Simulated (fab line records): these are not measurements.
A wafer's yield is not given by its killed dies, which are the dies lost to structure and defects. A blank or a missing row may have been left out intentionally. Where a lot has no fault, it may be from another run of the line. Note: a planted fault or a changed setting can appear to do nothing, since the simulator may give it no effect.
A struck lot beside a sound one    flow berkeley-cmos170    29 steps out of a route of 331
Sound: wafers L921.2, L921.5, L921.6. Struck: wafers L907.1, L907.2, L907.5. The cause comes at the end.
Per side, at each step with rows, come the tool, then ch with its chambers, and then its first start. Under that, the readings that differ: sound wafers    struck wafers    difference of the means    sigmas: that difference in standard deviations of wafers without a fault.
alike: readings with means less than 2 such deviations apart, plus words and numbers identical on both sides. not compared: withheld readings, readings lacking a value on some wafer, bounds such as >300 that could conceal the same value, and numbers that have no deviation in the record and whose values overlap.
A row with sigmas, a row that says differs or no value, or rows on one side alone: a step with any of these is where the two part. Numbers that have no deviation but don't overlap get no sigmas and don't part them. A reading missing from all wafers of one side parts the sides only when that side holds two or more wafers.

UCB170_ACTIVE_THK_MEAS_03:
  sound: film-metro-03 at day 8 15:37; struck: film-metro-03 at day 5 23:44
  alike: ACTIVE_OXIDE_THK
then, 2 steps without rows for these wafers: UCB170_ACTIVE_ANNEAL_04 (time 900 s); UCB170_ACTIVE_CVD_05 (deposits Si3N4 from SiH2Cl2/NH3, target thk 220 nm, time 3300 s).
UCB170_ACTIVE_THK_MEAS_06:
  sound: film-metro-03 at day 8 20:43; struck: film-metro-04 at day 6 06:06
  alike: ACTIVE_NITRIDE_THK
then, 6 steps without rows for these wafers: UCB170_ACTIVE_HMDS_07 (prime time 60 s); UCB170_ACTIVE_COAT_08 (resist thk 900 nm); UCB170_ACTIVE_SOFTBAKE_09 (time 60 s); UCB170_ACTIVE_EXPOSE_10 (exposes mask ACTIVE, target cd 1200 nm); UCB170_ACTIVE_PEB_11; UCB170_ACTIVE_DEVELOP_12 (develop time 45.82 s).
UCB170_ACTIVE_CD_MEAS_13 targets a cd of 1200 nm.
  sound: cd-sem-02 at day 8 22:33; struck: cd-sem-02 at day 6 07:00
  alike: cd-nm
UCB170_ACTIVE_OVL_MEAS_14:
  sound: overlay-02 at day 8 22:40; struck: overlay-02 at day 6 07:07
  alike: ACTIVE_OVL
UCB170_ACTIVE_ETCH_15: etches Si3N4 in CH3F/Ar/O2, stops on SiO2, target depth 242 nm, time 151 s.
  sound on rie-diel-02 ch 1,2,3, day 8 22:41; struck on rie-diel-02 ch 1,3, day 6 07:09
reading                                        sound              struck             difference  sigmas
model.KrF_of_ACTIVE_COAT_08.thk-nm (nm)        727.2 726.6 731.5  653.5 652.3 648.7  -76.9       
model.SiO2_of_ACTIVE_OXIDATION_02.thk-nm (nm)  22.29 22.83 22.49  4.172 3.948 3.893  -18.532     
  alike: O2_flow_sccm, drypump-motor-current-A, oes-product-au, rf-fwd-power-W, throttle-valve-pct
  not compared: rf-hours-counter-h
UCB170_ACTIVE_STRIP_16: strips in O2.
  sound on plasma-asher-04 ch 0,1, day 8 22:47; struck on plasma-asher-01 ch 0,1, day 6 07:15
reading                       sound              struck             difference  sigmas
strip-time-to-endpoint-s (s)  18.15 18.15 18.26  16.39 16.36 16.28  -1.84       -22
  alike: drypump-motor-current-A, oes-product-au
  not compared: rf-hours-counter-h
UCB170_ACTIVE_CD_MEAS_90 targets a cd of 1200 nm.
  sound: cd-sem-01 at day 8 22:55; struck: cd-sem-02 at day 6 07:21
  alike: cd-nm
then, 7 steps without rows for these wafers: UCB170_ACTIVE_CLEAN_17 (cleans in SPM, time 600 s); UCB170_PFIELD_HMDS_00 (prime time 60 s); UCB170_PFIELD_COAT_01 (resist thk 900 nm); UCB170_PFIELD_SOFTBAKE_02 (time 60 s); UCB170_PFIELD_EXPOSE_03 (exposes mask PFIELD, target cd 1500 nm); UCB170_PFIELD_PEB_04; UCB170_PFIELD_DEVELOP_05 (develop time 45 s).
UCB170_PFIELD_OVL_MEAS_06:
  sound: overlay-02 at day 9 01:34; struck: overlay-02 at day 6 10:22
reading          sound     struck    difference  sigmas
PFIELD_OVL (nm)  14 12 16  -1 -8 -6  -19         -4
then, 1 step without rows for these wafers: UCB170_PFIELD_IMPLANT_07.
UCB170_PFIELD_STRIP_08: strips in O2.
  sound on plasma-asher-04 ch 0,1, day 9 01:44; struck on plasma-asher-01 ch 0,1, day 6 10:34
reading                       sound              struck             difference  sigmas
strip-time-to-endpoint-s (s)  21.59 21.58 21.59  21.77 21.75 21.68  +0.15       +2
  alike: drypump-motor-current-A, oes-product-au
  not compared: rf-hours-counter-h
UCB170_PFIELD_TW_MEAS_09:
  sound: film-metro-03 at day 9 01:51; struck: film-metro-03 at day 6 10:40
  alike: PFIELD_TW
UCB170_FIELD_CLEAN_00: cleans in dHF, time 7.5 s.
  sound on wet-bench-04 ch 2, day 9 01:54; struck on wet-bench-02 ch 1, day 6 10:43
reading                                        sound              struck             difference  sigmas
model.SiO2_of_ACTIVE_OXIDATION_02.thk-nm (nm)  20.83 21.38 21.03  2.713 2.488 2.436  -18.534     
then, 1 step without rows for these wafers: UCB170_FIELD_OXIDATION_01 (target thk 558.3 nm, ox time 7200 s).
-- the record jumps here: 4 days lie between the struck wafers' starts before and after (it left off in module FIELD and takes up again in module M3, whose first step shown is number 331 of the route) --
UCB170_M3_PROBE_99:
  the record has rows for the struck wafers here (prober-02, day 10 00:58) and none for the sound ones

== WHERE THEY PART ==
Earliest at UCB170_ACTIVE_STRIP_16; latest, in this record, at UCB170_M3_PROBE_99.

WHY: what the simulator had put in
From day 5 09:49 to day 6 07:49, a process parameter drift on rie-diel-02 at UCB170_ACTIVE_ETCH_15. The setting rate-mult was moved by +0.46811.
